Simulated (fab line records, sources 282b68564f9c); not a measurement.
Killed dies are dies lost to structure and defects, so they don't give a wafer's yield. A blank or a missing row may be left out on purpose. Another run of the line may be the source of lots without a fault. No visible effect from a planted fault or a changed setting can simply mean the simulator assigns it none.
fab line records -- flow ritCmos -- part 1 of 2: steps 1 to 27 of 38
record: lots: 5, wafers: 15, lastDay: 7
route steps=202 shown NSD@131 PSD@142 SDANNEAL@153 PLDD@159 NLDD@160 SILICIDE@161 CONTACT@168
lots that met no fault: from a run of the same line without faults
startH: hours from the record's first day to the start of the lot's first wafer shown -- waitH: time in hours since the lot's previous step -- " same as the row above -- L1.1+2: a row that stands for several wafers -- - no value, or no start given -- * or withheld: withheld -- < > ~ a bound
route shown NAME@n: names a module that has steps shown in the file, with the first one's number in the route -- usual: mean and standard deviation over wafers with no fault -- same: alike in all rows -- chamber/n: place in a boat -- sites: each site's reading -- _std_site: their standard deviation -- _edge_site: mean of outer sites minus mean of inner sites -- radiusMm: for every site, how far away it sits from the centre of the wafer -- mask NAME#n: copy n -- behind: the tool/chamber that last shaped the wafer -- hold: the reason the lot was held/the length of the hold in hours/how it ended -- device: transistor that didn't switch, given as n, p or np -- end of line: tests run on the same wafers once the route is complete -- where a step has no rows: the recipe by itself -- killed: at the first sort, the dies lost to defects and structure; wafer yield is something else -- map: per-die view of a wafer (x killed, . not killed, _ where there is no die)
set.NAME: setting as actually run; set.NAME@STEP: the setting as run at that earlier step -- model.NAME: the simulator's own value behind a step, which no gauge read
certain route steps with their lots: each step a table, each wafer a row
services: the hour from which a tool's chamber was out of use, counted from the record's first day as startH (under 0 if before that day), plus the number of hours and why
== steps ==
step: RIT_NSD_HMDS_00
recipe: primeTimeS: 60, primeTempC: 140
usual: primeTempC: 140.03/0.15, resistLineTempC: 23.01/0.11
same: primeTimeS: 60
lot.wafer,tool,chamber,startH,waitH,primeTempC,resistLineTempC
L075.1,lithoTrack-04,0,53.62,0.1,140.01,22.96
L075.3,lithoTrack-04,0,53.62,0.1,140.32,23.05
L075.5,lithoTrack-04,0,53.62,0.1,140.15,22.86
L078.2,lithoTrack-03,0,70.13,0.1,140.15,23.16
L078.4,lithoTrack-03,0,70.13,0.1,140.13,23.10
L078.5,lithoTrack-03,0,70.13,0.1,140.20,22.96
L086.1,lithoTrack-01,0,105.20,0.1,139.63,23.03
L086.4,lithoTrack-01,0,105.20,0.1,139.97,22.94
L086.5,lithoTrack-01,0,105.20,0.1,139.88,22.90
L093.1,lithoTrack-04,0,141.48,0.2,140.21,22.94
L093.5,lithoTrack-04,0,141.48,0.2,140.05,22.92
L093.6,lithoTrack-04,0,141.48,0.2,140.21,22.93
L094.3,lithoTrack-04,0,146.83,0.1,139.97,23.07
L094.4,lithoTrack-04,0,146.83,0.1,140.06,23.16
L094.6,lithoTrack-04,0,146.83,0.1,139.91,22.99
step: RIT_NSD_COAT_01
recipe: resist: NOVOLAK, spinRpm: 3250, resistThkNm: 1000
usual: resistLineTempC: 22.98/0.1
lot.wafer,tool,chamber,startH,waitH,resistLineTempC
L075.1,lithoTrack-04,0,53.77,0.1,23.10
L075.3,lithoTrack-04,0,53.77,0.1,22.93
L075.5,lithoTrack-04,0,53.77,0.1,22.88
L078.2,lithoTrack-03,0,70.28,0.1,23.13
L078.4,lithoTrack-03,0,70.28,0.1,23.18
L078.5,lithoTrack-03,0,70.28,0.1,23.07
L086.1,lithoTrack-01,0,105.35,0.1,23.02
L086.4,lithoTrack-01,0,105.35,0.1,22.93
L086.5,lithoTrack-01,0,105.35,0.1,22.94
L093.1,lithoTrack-04,0,141.63,0.1,23.01
L093.5,lithoTrack-04,0,141.63,0.1,23.14
L093.6,lithoTrack-04,0,141.63,0.1,23.20
L094.3,lithoTrack-04,0,146.98,0.1,22.91
L094.4,lithoTrack-04,0,146.98,0.1,23.06
L094.6,lithoTrack-04,0,146.98,0.1,22.83
step: RIT_NSD_SOFTBAKE_02
recipe: resist: NOVOLAK, tempC: 90, timeS: 60
usual: resistLineTempC: 23.03/0.11
lot.wafer,tool,chamber,startH,waitH,resistLineTempC
L075.1,lithoTrack-04,0,53.92,0.1,22.92
L075.3,lithoTrack-04,0,53.92,0.1,23.01
L075.5,lithoTrack-04,0,53.92,0.1,23.00
L078.2,lithoTrack-03,0,70.43,0.1,22.87
L078.4,lithoTrack-03,0,70.43,0.1,22.75
L078.5,lithoTrack-03,0,70.43,0.1,22.92
L086.1,lithoTrack-01,0,105.50,0.1,23.05
L086.4,lithoTrack-01,0,105.50,0.1,23.02
L086.5,lithoTrack-01,0,105.50,0.1,23.01
L093.1,lithoTrack-04,0,141.78,0.1,23.04
L093.5,lithoTrack-04,0,141.78,0.1,23.05
L093.6,lithoTrack-04,0,141.78,0.1,23.04
L094.3,lithoTrack-04,0,147.13,0.1,23.10
L094.4,lithoTrack-04,0,147.13,0.1,23.19
L094.6,lithoTrack-04,0,147.13,0.1,23.09
step: RIT_NSD_EXPOSE_03
recipe: maskId: M9, na: 0.57, targetCdNm: 40700, doseMj: 250
usual: reticleTempC: 23.00/0.094
lot.wafer,tool,chamber,startH,waitH,mask,reticleTempC
L075.1,ilineStepper-01,0,54.20,0.2,M9#0,22.97
L075.3,ilineStepper-01,0,54.20,0.2,M9#0,22.92
L075.5,ilineStepper-01,0,54.20,0.2,M9#0,23.06
L078.2,ilineStepper-02,0,70.58,0.1,M9#0,23.16
L078.4,ilineStepper-02,0,70.58,0.1,M9#0,22.99
L078.5,ilineStepper-02,0,70.58,0.1,M9#0,23.04
L086.1,ilineStepper-02,0,105.78,0.2,M9#0,23.14
L086.4,ilineStepper-02,0,105.78,0.2,M9#0,23.22
L086.5,ilineStepper-02,0,105.78,0.2,M9#0,23.13
L093.1,ilineStepper-01,0,141.93,0.1,M9#0,23.06
L093.5,ilineStepper-01,0,141.93,0.1,M9#0,22.96
L093.6,ilineStepper-01,0,141.93,0.1,M9#0,23.01
L094.3,ilineStepper-02,0,147.40,0.2,M9#0,22.89
L094.4,ilineStepper-02,0,147.40,0.2,M9#0,23.05
L094.6,ilineStepper-02,0,147.40,0.2,M9#0,22.98
step: RIT_NSD_PEB_04
recipe: resist: NOVOLAK, tempC: withheld, timeS: withheld
usual: resistLineTempC: *
lot.wafer,tool,chamber,startH,waitH,resistLineTempC
L075.1,lithoTrack-03,0,54.31,0.1,*
L075.3,lithoTrack-03,0,54.31,0.1,*
L075.5,lithoTrack-03,0,54.31,0.1,*
L078.2,lithoTrack-03,0,70.70,0.1,*
L078.4,lithoTrack-03,0,70.70,0.1,*
L078.5,lithoTrack-03,0,70.70,0.1,*
L086.1,lithoTrack-04,0,105.90,0.1,*
L086.4,lithoTrack-04,0,105.90,0.1,*
L086.5,lithoTrack-04,0,105.90,0.1,*
L093.1,lithoTrack-03,0,142.13,0.2,*
L093.5,lithoTrack-03,0,142.13,0.2,*
L093.6,lithoTrack-03,0,142.13,0.2,*
L094.3,lithoTrack-04,0,147.52,0.1,*
L094.4,lithoTrack-04,0,147.52,0.1,*
L094.6,lithoTrack-04,0,147.52,0.1,*
step: RIT_NSD_DEVELOP_05
recipe: resist: NOVOLAK, developTimeS: 50, devTempC: 23
usual: resistLineTempC: 23.00/0.12
lot.wafer,tool,chamber,startH,waitH,resistLineTempC
L075.1,lithoTrack-03,0,-,-,23.01
L075.3,lithoTrack-03,0,-,-,22.78
L075.5,lithoTrack-03,0,-,-,22.92
L078.2,lithoTrack-03,0,-,-,22.85
L078.4,lithoTrack-03,0,-,-,22.98
L078.5,lithoTrack-03,0,-,-,22.89
L086.1,lithoTrack-04,0,-,-,22.97
L086.4,lithoTrack-04,0,-,-,23.04
L086.5,lithoTrack-04,0,-,-,23.04
L093.1,lithoTrack-03,0,-,-,22.86
L093.5,lithoTrack-03,0,-,-,23.05
L093.6,lithoTrack-03,0,-,-,23.13
L094.3,lithoTrack-04,0,-,-,22.86
L094.4,lithoTrack-04,0,-,-,22.96
L094.6,lithoTrack-04,0,-,-,22.96
step: RIT_NSD_OVL_MEAS_06
usual: NSD_OVL: 0.2/1.5
lot.wafer,tool,chamber,startH,waitH,NSD_OVL[nm]
L075.1,overlay-01,-,54.60,-,0.4
L075.3,overlay-01,-,54.60,-,0.1
L075.5,overlay-01,-,54.60,-,-1.3
L078.2,overlay-01,-,70.96,-,0.3
L078.4,overlay-01,-,70.96,-,-1.1
L078.5,overlay-01,-,70.96,-,-0.4
L086.1,overlay-02,-,106.18,-,1.8
L086.4,overlay-02,-,106.18,-,2.0
L086.5,overlay-02,-,106.18,-,0.2
L093.1,overlay-02,-,142.41,-,-1.0
L093.5,overlay-02,-,142.41,-,-1.9
L093.6,overlay-02,-,142.41,-,-2.6
L094.3,overlay-02,-,147.77,-,-0.7
L094.4,overlay-02,-,147.77,-,-1.3
L094.6,overlay-02,-,147.77,-,0.5
step: RIT_NSD_HARDBAKE_07
recipe: resist: NOVOLAK, tempC: 140, timeS: 60
usual: resistLineTempC: 23.03/0.11
lot.wafer,tool,chamber,startH,waitH,resistLineTempC
L075.1,lithoTrack-03,0,54.63,0.0,23.14
L075.3,lithoTrack-03,0,54.63,0.0,23.03
L075.5,lithoTrack-03,0,54.63,0.0,23.01
L078.2,lithoTrack-01,0,71.22,0.3,23.08
L078.4,lithoTrack-01,0,71.22,0.3,23.10
L078.5,lithoTrack-01,0,71.22,0.3,23.07
L086.1,lithoTrack-01,0,106.43,0.2,23.02
L086.4,lithoTrack-01,0,106.43,0.2,22.96
L086.5,lithoTrack-01,0,106.43,0.2,23.04
L093.1,lithoTrack-01,0,142.45,0.0,23.14
L093.5,lithoTrack-01,0,142.45,0.0,23.22
L093.6,lithoTrack-01,0,142.45,0.0,23.14
L094.3,lithoTrack-04,0,147.84,0.1,22.98
L094.4,lithoTrack-04,0,147.84,0.1,22.88
L094.6,lithoTrack-04,0,147.84,0.1,22.97
step: RIT_NSD_IMPLANT_08
recipe: species: P, energyKev: 25, doseCm2: 1e+15, tiltDeg: 7
usual: faradayCurrentUA: 3129/67
lot.wafer,tool,chamber,startH,waitH,faradayCurrentUA
L075.1,implanter-02,0,54.78,0.1,3115
L075.3,implanter-02,0,54.78,0.1,2956
L075.5,implanter-02,0,54.78,0.1,3229
L078.2,implanter-02,0,71.37,0.1,3145
L078.4,implanter-02,0,71.37,0.1,3169
L078.5,implanter-02,0,71.37,0.1,3135
L086.1,implanter-02,0,106.58,0.1,3098
L086.4,implanter-02,0,106.58,0.1,3196
L086.5,implanter-02,0,106.58,0.1,3128
L093.1,implanter-02,0,142.60,0.1,3179
L093.5,implanter-02,0,142.60,0.1,3196
L093.6,implanter-02,0,142.60,0.1,3135
L094.3,implanter-03,0,147.99,0.1,3204
L094.4,implanter-03,0,147.99,0.1,3090
L094.6,implanter-03,0,147.99,0.1,3135
step: RIT_NSD_STRIP_09
recipe: chemistry: O2, timeS: 180, resist: NOVOLAK, platenTempC: withheld, powerW: 500, pressureMtorr: 4000, o2FlowSccm: 4000
usual: drypumpMotorCurrentA: 5.5/0.39
lot.wafer,tool,chamber,startH,waitH,drypumpMotorCurrentA,rfHoursCounterH
L075.1,plasmaAsher-04,1,54.93,0.1,5.6,27
L075.3,plasmaAsher-04,0,54.93,0.1,4.9,-
L075.5,plasmaAsher-04,1,54.93,0.1,5.6,-
L078.2,plasmaAsher-01,1,71.50,0.1,6.2,42
L078.4,plasmaAsher-01,0,71.50,0.1,5.4,-
L078.5,plasmaAsher-01,0,71.50,0.1,5.4,-
L086.1,plasmaAsher-02,1,106.73,0.1,5.7,46
L086.4,plasmaAsher-02,1,106.73,0.1,5.7,-
L086.5,plasmaAsher-02,1,106.73,0.1,5.7,-
L093.1,plasmaAsher-04,1,142.75,0.1,5.5,36
L093.5,plasmaAsher-04,0,142.75,0.1,4.9,-
L093.6,plasmaAsher-04,1,142.75,0.1,5.5,-
L094.3,plasmaAsher-04,0,148.15,0.1,4.9,-
L094.4,plasmaAsher-04,1,148.15,0.1,5.6,-
L094.6,plasmaAsher-04,0,148.15,0.1,4.9,-
step: RIT_NSD_TW_MEAS_10
usual: NSD_TW: 3118/44
lot.wafer,tool,chamber,startH,waitH,NSD_TW
L075.1,filmMetro-04,-,55.11,0.1,3085
L075.3,filmMetro-04,-,55.11,0.1,3094
L075.5,filmMetro-04,-,55.11,0.1,3097
L078.2,filmMetro-02,-,71.68,0.1,3149
L078.4,filmMetro-02,-,71.68,0.1,3148
L078.5,filmMetro-02,-,71.68,0.1,3157
L086.1,filmMetro-03,-,106.90,0.1,3093
L086.4,filmMetro-03,-,106.90,0.1,3106
L086.5,filmMetro-03,-,106.90,0.1,3077
L093.1,filmMetro-03,-,142.93,0.1,3086
L093.5,filmMetro-03,-,142.93,0.1,3087
L093.6,filmMetro-03,-,142.93,0.1,3086
L094.3,filmMetro-04,-,148.29,0.1,3088
L094.4,filmMetro-04,-,148.29,0.1,3093
L094.6,filmMetro-04,-,148.29,0.1,3103
step: RIT_PSD_HMDS_00
recipe: primeTimeS: 60, primeTempC: 140
usual: primeTempC: 140.02/0.15, resistLineTempC: 23.00/0.098
same: primeTimeS: 60
lot.wafer,tool,chamber,startH,waitH,primeTempC,resistLineTempC
L075.1,lithoTrack-04,0,55.17,0.1,139.96,23.05
L075.3,lithoTrack-04,0,55.17,0.1,140.13,23.03
L075.5,lithoTrack-04,0,55.17,0.1,140.05,23.08
L078.2,lithoTrack-04,0,71.76,0.1,140.17,22.91
L078.4,lithoTrack-04,0,71.76,0.1,140.07,22.98
L078.5,lithoTrack-04,0,71.76,0.1,140.07,23.04
L086.1,lithoTrack-03,0,106.96,0.1,140.18,23.16
L086.4,lithoTrack-03,0,106.96,0.1,140.16,23.06
L086.5,lithoTrack-03,0,106.96,0.1,140.30,23.11
L093.1,lithoTrack-02,0,142.99,0.1,139.97,23.02
L093.5,lithoTrack-02,0,142.99,0.1,139.90,22.91
L093.6,lithoTrack-02,0,142.99,0.1,139.79,23.02
L094.3,lithoTrack-03,0,148.38,0.1,140.15,22.92
L094.4,lithoTrack-03,0,148.38,0.1,139.96,23.11
L094.6,lithoTrack-03,0,148.38,0.1,139.98,22.99
step: RIT_PSD_COAT_01
recipe: resist: NOVOLAK, spinRpm: 3250, resistThkNm: 1000
usual: resistLineTempC: 23.01/0.1
lot.wafer,tool,chamber,startH,waitH,resistLineTempC
L075.1,lithoTrack-04,0,55.32,0.1,23.17
L075.3,lithoTrack-04,0,55.32,0.1,23.03
L075.5,lithoTrack-04,0,55.32,0.1,22.91
L078.2,lithoTrack-04,0,71.91,0.1,22.98
L078.4,lithoTrack-04,0,71.91,0.1,23.00
L078.5,lithoTrack-04,0,71.91,0.1,22.86
L086.1,lithoTrack-03,0,107.11,0.1,23.12
L086.4,lithoTrack-03,0,107.11,0.1,23.07
L086.5,lithoTrack-03,0,107.11,0.1,23.19
L093.1,lithoTrack-02,0,143.14,0.1,23.04
L093.5,lithoTrack-02,0,143.14,0.1,23.11
L093.6,lithoTrack-02,0,143.14,0.1,22.86
L094.3,lithoTrack-03,0,148.53,0.1,23.05
L094.4,lithoTrack-03,0,148.53,0.1,22.90
L094.6,lithoTrack-03,0,148.53,0.1,23.07
step: RIT_PSD_SOFTBAKE_02
recipe: resist: NOVOLAK, tempC: 90, timeS: 60
usual: resistLineTempC: 23.01/0.11
lot.wafer,tool,chamber,startH,waitH,resistLineTempC
L075.1,lithoTrack-04,0,55.47,0.1,22.94
L075.3,lithoTrack-04,0,55.47,0.1,22.90
L075.5,lithoTrack-04,0,55.47,0.1,22.92
L078.2,lithoTrack-04,0,72.06,0.1,22.97
L078.4,lithoTrack-04,0,72.06,0.1,23.01
L078.5,lithoTrack-04,0,72.06,0.1,22.95
L086.1,lithoTrack-03,0,107.26,0.1,23.04
L086.4,lithoTrack-03,0,107.26,0.1,22.98
L086.5,lithoTrack-03,0,107.26,0.1,23.07
L093.1,lithoTrack-02,0,143.29,0.1,22.86
L093.5,lithoTrack-02,0,143.29,0.1,22.91
L093.6,lithoTrack-02,0,143.29,0.1,22.98
L094.3,lithoTrack-03,0,148.68,0.1,23.19
L094.4,lithoTrack-03,0,148.68,0.1,22.97
L094.6,lithoTrack-03,0,148.68,0.1,23.12
step: RIT_PSD_EXPOSE_03
recipe: maskId: M10, na: 0.57, targetCdNm: 40900, doseMj: 250
usual: reticleTempC: 23.01/0.11
lot.wafer,tool,chamber,startH,waitH,mask,reticleTempC
L075.1,ilineStepper-01,0,55.62,0.1,M10#0,23.18
L075.3,ilineStepper-01,0,55.62,0.1,M10#0,23.17
L075.5,ilineStepper-01,0,55.62,0.1,M10#0,23.16
L078.2,ilineStepper-02,0,72.33,0.2,M10#0,22.90
L078.4,ilineStepper-02,0,72.33,0.2,M10#0,22.92
L078.5,ilineStepper-02,0,72.33,0.2,M10#0,22.84
L086.1,ilineStepper-02,0,107.41,0.1,M10#0,23.00
L086.4,ilineStepper-02,0,107.41,0.1,M10#0,23.11
L086.5,ilineStepper-02,0,107.41,0.1,M10#0,23.01
L093.1,ilineStepper-01,0,143.56,0.2,M10#0,22.80
L093.5,ilineStepper-01,0,143.56,0.2,M10#0,22.99
L093.6,ilineStepper-01,0,143.56,0.2,M10#0,22.91
L094.3,ilineStepper-02,0,148.94,0.2,M10#0,23.05
L094.4,ilineStepper-02,0,148.94,0.2,M10#0,22.91
L094.6,ilineStepper-02,0,148.94,0.2,M10#0,22.92
step: RIT_PSD_PEB_04
recipe: resist: NOVOLAK, tempC: withheld, timeS: withheld
usual: resistLineTempC: *
lot.wafer,tool,chamber,startH,waitH,resistLineTempC
L075.1,lithoTrack-04,0,55.73,0.1,*
L075.3,lithoTrack-04,0,55.73,0.1,*
L075.5,lithoTrack-04,0,55.73,0.1,*
L078.2,lithoTrack-02,0,72.45,0.1,*
L078.4,lithoTrack-02,0,72.45,0.1,*
L078.5,lithoTrack-02,0,72.45,0.1,*
L086.1,lithoTrack-04,0,107.53,0.1,*
L086.4,lithoTrack-04,0,107.53,0.1,*
L086.5,lithoTrack-04,0,107.53,0.1,*
L093.1,lithoTrack-04,0,143.68,0.1,*
L093.5,lithoTrack-04,0,143.68,0.1,*
L093.6,lithoTrack-04,0,143.68,0.1,*
L094.3,lithoTrack-03,0,149.07,0.1,*
L094.4,lithoTrack-03,0,149.07,0.1,*
L094.6,lithoTrack-03,0,149.07,0.1,*
step: RIT_PSD_DEVELOP_05
recipe: resist: NOVOLAK, developTimeS: 50, devTempC: 23
usual: resistLineTempC: 23.03/0.11
lot.wafer,tool,chamber,startH,waitH,resistLineTempC
L075.1,lithoTrack-04,0,-,-,23.09
L075.3,lithoTrack-04,0,-,-,23.07
L075.5,lithoTrack-04,0,-,-,22.99
L078.2,lithoTrack-02,0,-,-,23.16
L078.4,lithoTrack-02,0,-,-,23.19
L078.5,lithoTrack-02,0,-,-,23.09
L086.1,lithoTrack-04,0,-,-,23.09
L086.4,lithoTrack-04,0,-,-,23.09
L086.5,lithoTrack-04,0,-,-,23.00
L093.1,lithoTrack-04,0,-,-,22.91
L093.5,lithoTrack-04,0,-,-,23.06
L093.6,lithoTrack-04,0,-,-,22.84
L094.3,lithoTrack-03,0,-,-,22.96
L094.4,lithoTrack-03,0,-,-,22.99
L094.6,lithoTrack-03,0,-,-,23.00
step: RIT_PSD_OVL_MEAS_06
usual: PSD_OVL: 0.9/1.4
lot.wafer,tool,chamber,startH,waitH,PSD_OVL[nm]
L075.1,overlay-02,-,56.02,-,0.3
L075.3,overlay-02,-,56.02,-,-0.7
L075.5,overlay-02,-,56.02,-,1.0
L078.2,overlay-01,-,72.72,-,0.3
L078.4,overlay-01,-,72.72,-,0.1
L078.5,overlay-01,-,72.72,-,-1.4
L086.1,overlay-02,-,107.81,-,-2.3
L086.4,overlay-02,-,107.81,-,-1.3
L086.5,overlay-02,-,107.81,-,-0.9
L093.1,overlay-02,-,143.96,-,2.0
L093.5,overlay-02,-,143.96,-,1.8
L093.6,overlay-02,-,143.96,-,1.2
L094.3,overlay-02,-,149.32,-,3.3
L094.4,overlay-02,-,149.32,-,2.3
L094.6,overlay-02,-,149.32,-,2.5
step: RIT_PSD_HARDBAKE_07
recipe: resist: NOVOLAK, tempC: 140, timeS: 60
usual: resistLineTempC: 23.00/0.097
lot.wafer,tool,chamber,startH,waitH,resistLineTempC
L075.1,lithoTrack-02,0,56.05,0.0,22.95
L075.3,lithoTrack-02,0,56.05,0.0,22.96
L075.5,lithoTrack-02,0,56.05,0.0,23.10
L078.2,lithoTrack-02,0,72.77,0.0,23.08
L078.4,lithoTrack-02,0,72.77,0.0,22.89
L078.5,lithoTrack-02,0,72.77,0.0,22.93
L086.1,lithoTrack-02,0,107.85,0.0,23.10
L086.4,lithoTrack-02,0,107.85,0.0,23.15
L086.5,lithoTrack-02,0,107.85,0.0,23.17
L093.1,lithoTrack-04,0,144.00,0.0,22.80
L093.5,lithoTrack-04,0,144.00,0.0,22.89
L093.6,lithoTrack-04,0,144.00,0.0,23.07
L094.3,lithoTrack-02,0,149.39,0.1,23.10
L094.4,lithoTrack-02,0,149.39,0.1,22.80
L094.6,lithoTrack-02,0,149.39,0.1,22.88
step: RIT_PSD_IMPLANT_08
recipe: species: BF2, energyKev: 27, doseCm2: 4.94e+15, tiltDeg: 7
usual: faradayCurrentUA: 12690/800
lot.wafer,tool,chamber,startH,waitH,faradayCurrentUA
L075.1,implanter-03,0,56.20,0.1,12922
L075.3,implanter-03,0,56.20,0.1,13234
L075.5,implanter-03,0,56.20,0.1,13340
L078.2,implanter-01,0,72.92,0.1,11453
L078.4,implanter-01,0,72.92,0.1,11674
L078.5,implanter-01,0,72.92,0.1,12002
L086.1,implanter-03,0,108.00,0.1,13745
L086.4,implanter-03,0,108.00,0.1,13451
L086.5,implanter-03,0,108.00,0.1,13272
L093.1,implanter-04,0,144.15,0.1,12727
L093.5,implanter-04,0,144.15,0.1,12711
L093.6,implanter-04,0,144.15,0.1,12263
L094.3,implanter-04,0,149.54,0.1,12947
L094.4,implanter-04,0,149.54,0.1,12575
L094.6,implanter-04,0,149.54,0.1,12421
step: RIT_PSD_STRIP_09
recipe: chemistry: O2, timeS: 180, resist: NOVOLAK, platenTempC: withheld, powerW: 500, pressureMtorr: 4000, o2FlowSccm: 4000
usual: drypumpMotorCurrentA: 5.6/0.43
lot.wafer,tool,chamber,startH,waitH,drypumpMotorCurrentA,rfHoursCounterH
L075.1,plasmaAsher-03,1,56.35,0.1,5.4,43
L075.3,plasmaAsher-03,0,56.35,0.1,5.9,-
L075.5,plasmaAsher-03,1,56.35,0.1,5.4,-
L078.2,plasmaAsher-01,0,73.05,0.1,5.4,42
L078.4,plasmaAsher-01,1,73.05,0.1,6.2,-
L078.5,plasmaAsher-01,1,73.05,0.1,6.2,-
L086.1,plasmaAsher-04,1,108.15,0.1,5.5,32
L086.4,plasmaAsher-04,1,108.15,0.1,5.5,-
L086.5,plasmaAsher-04,1,108.15,0.1,5.5,-
L093.1,plasmaAsher-01,0,144.45,0.2,5.4,49
L093.5,plasmaAsher-01,1,144.45,0.2,6.2,-
L093.6,plasmaAsher-01,0,144.45,0.2,5.4,-
L094.3,plasmaAsher-01,1,149.70,0.1,6.2,-
L094.4,plasmaAsher-01,0,149.70,0.1,5.4,-
L094.6,plasmaAsher-01,0,149.70,0.1,5.4,-
step: RIT_PSD_TW_MEAS_10
usual: PSD_TW: 3417/48
lot.wafer,tool,chamber,startH,waitH,PSD_TW
L075.1,filmMetro-03,-,56.53,0.1,3383
L075.3,filmMetro-03,-,56.53,0.1,3376
L075.5,filmMetro-03,-,56.53,0.1,3387
L078.2,filmMetro-02,-,73.23,0.1,3507
L078.4,filmMetro-02,-,73.23,0.1,3504
L078.5,filmMetro-02,-,73.23,0.1,3479
L086.1,filmMetro-04,-,108.32,0.1,3399
L086.4,filmMetro-04,-,108.32,0.1,3375
L086.5,filmMetro-04,-,108.32,0.1,3382
L093.1,filmMetro-03,-,144.62,0.1,3379
L093.5,filmMetro-03,-,144.62,0.1,3386
L093.6,filmMetro-03,-,144.62,0.1,3391
L094.3,filmMetro-04,-,149.84,0.1,3383
L094.4,filmMetro-04,-,149.84,0.1,3400
L094.6,filmMetro-04,-,149.84,0.1,3392
step: RIT_SDANNEAL_CLEAN_00
recipe: chemistry: SC1, mix: 3:3:50, timeS: 600, tempC: 75
lot.wafer,tool,chamber,startH,waitH
L075.1+3+5,wetBench-03,2,56.59,0.1
L078.2+4+5,wetBench-03,2,73.28,0.0
L086.1+4+5,wetBench-03,3,108.38,0.1
L093.1+5+6,wetBench-03,2,144.68,0.1
L094.3+4+6,wetBench-02,2,149.88,0.0
step: RIT_SDANNEAL_CLEAN_01
recipe: chemistry: dHF, dilution: 50:1, timeS: 30
lot.wafer,tool,chamber,startH,waitH
L075.1+3+5,wetBench-04,3,56.78,0.0
L078.2+4+5,wetBench-04,3,73.46,0.0
L086.1+4+5,wetBench-04,1,108.56,0.0
L093.1+5+6,wetBench-02,1,144.86,0.0
L094.3+4+6,wetBench-04,0,150.05,0.0
step: RIT_SDANNEAL_CLEAN_02
recipe: chemistry: SC2, mix: 3:3:50, timeS: 600, tempC: 75, dry: n2Spin
lot.wafer,tool,chamber,startH,waitH
L075.1+3+5,wetBench-02,3,56.80,0.0
L078.2+4+5,wetBench-02,3,73.47,0.0
L086.1+4+5,wetBench-03,2,108.58,0.0
L093.1+5+6,wetBench-04,3,144.87,0.0
L094.3+4+6,wetBench-03,0,150.07,0.0
step: RIT_SDANNEAL_RTA_03
recipe: tempC: 1050, timeS: 5, idleTempC: 600, rampUpCPerS: 342, rampDownCPerS: 171, coolToC: 600, ambient: N2
usual: wafer_temp_C_max: 1053.5/1.1
lot.wafer,tool,chamber,startH,waitH,wafer_temp_C_max
L075.1,rtpAnneal-01,0,56.97,0.0,1053.3
L075.3,rtpAnneal-01,0,56.97,0.0,1053.7
L075.5,rtpAnneal-01,0,56.97,0.0,1053.9
L078.2,rtpAnneal-02,0,73.66,0.0,1055.7
L078.4,rtpAnneal-02,0,73.66,0.0,1053.8
L078.5,rtpAnneal-02,0,73.66,0.0,1051.2
L086.1,rtpAnneal-02,0,108.75,0.0,1052.9
L086.4,rtpAnneal-02,0,108.75,0.0,1052.9
L086.5,rtpAnneal-02,0,108.75,0.0,1054.1
L093.1,rtpAnneal-01,0,145.05,0.0,1053.0
L093.5,rtpAnneal-01,0,145.05,0.0,1054.0
L093.6,rtpAnneal-01,0,145.05,0.0,1055.2
L094.3,rtpAnneal-02,0,150.26,0.0,1053.0
L094.4,rtpAnneal-02,0,150.26,0.0,1052.2
L094.6,rtpAnneal-02,0,150.26,0.0,1055.9
step: RIT_SDANNEAL_RS_MEAS_04
recipe: thkMeasGauge: four-point-probe
usual: PSD_RS: 116.0/0.35
lot.wafer,tool,chamber,startH,waitH,PSD_RS[ohm/sq]
L075.1,filmMetro-02,-,57.03,0.0,116.5
L075.3,filmMetro-02,-,57.03,0.0,116.1
L075.5,filmMetro-02,-,57.03,0.0,116.1
L078.2,filmMetro-04,-,73.73,0.1,115.9
L078.4,filmMetro-04,-,73.73,0.1,116.0
L078.5,filmMetro-04,-,73.73,0.1,116.3
L086.1,filmMetro-03,-,108.81,0.0,115.5
L086.4,filmMetro-03,-,108.81,0.0,115.3
L086.5,filmMetro-03,-,108.81,0.0,115.7
L093.1,filmMetro-03,-,145.11,0.0,116.3
L093.5,filmMetro-03,-,145.11,0.0,116.2
L093.6,filmMetro-03,-,145.11,0.0,116.5
L094.3,filmMetro-02,-,150.34,0.1,116.0
L094.4,filmMetro-02,-,150.34,0.1,115.6
L094.6,filmMetro-02,-,150.34,0.1,116.3
